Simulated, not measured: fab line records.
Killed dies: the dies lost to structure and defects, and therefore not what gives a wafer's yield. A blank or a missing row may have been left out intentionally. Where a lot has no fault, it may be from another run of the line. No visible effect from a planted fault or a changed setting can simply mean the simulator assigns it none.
Code-filled problem report in 8D (eight disciplines) form ; flow berkeley-cmos170 ; the parts of the form that need people (team, actions taken, sign-off) are left out

## 1. WHAT IS WRONG
Wafers without a fault read 10.001, standard deviation 0.0032; beam-energy-keV at UCB170_PLDD_IMPLANT_09 reads a mean of 10.523 on 6 wafers belonging to 2 lots. So: +99 or more standard deviations from the usual mean.
The first sign was on wafer L197.4 at day 10 12:47, on implanter-02. At this step, 42 wafers from 14 lots have a number in the record. Rule for "out" (also "out of limits"): further than 4 standard deviations from the usual mean. The other wafers with a number count as sound.

## 2. WHAT IT IS, WHAT IT ISN'T
question;is;is not
which readings at this step;beam-energy-keV;faraday-current-uA, tilt-deg
which lots;L197, L199;L181, L183, L184, L185, L187, L189, L191, L194, L198, L201, L202, L204
which wafers of those lots;all that have a number;-
read on which tools;implanter-02;implanter-01, implanter-03
when;from day 10 12:47;"up to then (24 sound wafers); but 12 sound wafers of L198, L201, L202, L204 came after"

## 3. WHAT RULES OUT EACH SUSPECT
Counting: a tool at a process step up to the reading stays a suspect if it ran every lot that is out and no sound lot after the first of them.
- implanter-02 at UCB170_PLDD_IMPLANT_09: kept. It ran every lot that is out, first L197 (day 10 12:47), and no sound lot after that; its last sound lot up to then is L189 (day 9 10:20). Its own readings are out on those wafers: beam-energy-keV.
Left after counting: implanter-02 at UCB170_PLDD_IMPLANT_09.

## 4. THE CAUSE (what the simulator had put in)
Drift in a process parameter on implanter-02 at UCB170_PLDD_IMPLANT_09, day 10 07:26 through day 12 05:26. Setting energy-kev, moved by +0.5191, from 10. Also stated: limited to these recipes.
Only this tool survived the counting.

## 5. THE CHAIN OF EFFECTS, in route order
One row per reading whose mean, taken over the struck wafers that have a number, lies over 3 standard deviations from the usual. Only readings whose record carries a usual standard deviation are examined. hours: median over the lots of the time between each lot's start at the first step of this table that gives one and its start at this step. sigmas: the change, counted in usual standard deviations.
hours;step;reading;usual;on struck wafers;change;sigmas
0;UCB170_PLDD_IMPLANT_09;beam-energy-keV;10.001;10.523;+0.522;+99 or more
Here are the process steps it includes:
- UCB170_PLDD_IMPLANT_09
At these later measuring or inspecting steps, every struck wafer for which the step has a row has a number for every such reading, and none has moved that far: UCB170_SPACER_THK_MEAS_01.

## 6. HOW IT WOULD HAVE BEEN CAUGHT EARLIER
The fault began at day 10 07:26; the first out-of-limits reading in this record came at day 10 12:47, 5 hours later.
